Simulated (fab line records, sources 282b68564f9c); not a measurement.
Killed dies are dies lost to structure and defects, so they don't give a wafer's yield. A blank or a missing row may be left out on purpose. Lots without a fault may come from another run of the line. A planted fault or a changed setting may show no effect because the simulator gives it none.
One fault seen from 2 desks | flow rit_cmos | each desk has only its own numbers; what lay behind them comes last

THE TOOL OWNER'S DESK: implanter-04
The tool's own readings at RIT_NRETRO_IMPLANT_08: means of the sampled wafers that have a number, for each lot that ran on this tool. A lot is out of limits, marked OUT, if its mean lies more than 4 standard deviations from the usual mean; the brackets give that distance.
Columns: A = beam_energy_keV at RIT_NRETRO_IMPLANT_08, usual 70.005
lot  | first seen here | A
L126 | day 3 01:46     | 70.011
L133 | day 4 14:13     | 76.251 (+99 or more) OUT
L135 | day 5 00:15     | 76.249 (+99 or more) OUT
This desk's finding: out of limits on L133, L135; first on L133, day 4 14:13 (beam_energy_keV at RIT_NRETRO_IMPLANT_08). In limits: L126.

THE METROLOGY DESK
What the gauges read, lot by lot, whatever tool the lot ran on: means of the sampled wafers that have a number. A lot is out of limits, marked OUT, if its mean lies more than 4 standard deviations from the usual mean; the brackets give that distance.
Columns: A = NRETRO_TW at RIT_NRETRO_TW_MEAS_10, usual 1066
lot  | first seen here | A
L122 | day 2 06:07     | 1063
L123 | day 2 11:40     | 1057
L124 | day 2 17:40     | 1056
L126 | day 3 02:04     | 1064
L128 | day 3 12:11     | 1063
L130 | day 3 23:50     | 1060
L133 | day 4 14:32     | 1092
L135 | day 5 00:34     | 1092
L138 | day 5 17:47     | 1068
L141 | day 6 06:53     | 1068
L142 | day 6 12:37     | 1070
L143 | day 6 16:30     | 1067
L144 | day 6 19:59     | 1071
L145 | day 7 01:40     | 1071
This desk's finding: nothing out of limits on any of the 14 lots.

PUT TOGETHER
The tool owner's desk could have raised an alarm at day 4 14:13, on L133, L135.
The metrology desk saw nothing out of limits.
The metrology desk has L133, L135 on record, within its limits.
Of the lots named, all ran RIT_NRETRO_IMPLANT_08 on implanter-04.

WHAT THE SIMULATOR HAD PUT IN
Process parameter drift: implanter-04, from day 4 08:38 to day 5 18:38, at RIT_NRETRO_IMPLANT_08. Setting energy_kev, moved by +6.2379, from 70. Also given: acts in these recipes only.
Lots struck among those shown: L133, L135.
Hours from the fault's start to each desk's first reading out of limits: the tool owner's desk, 6.
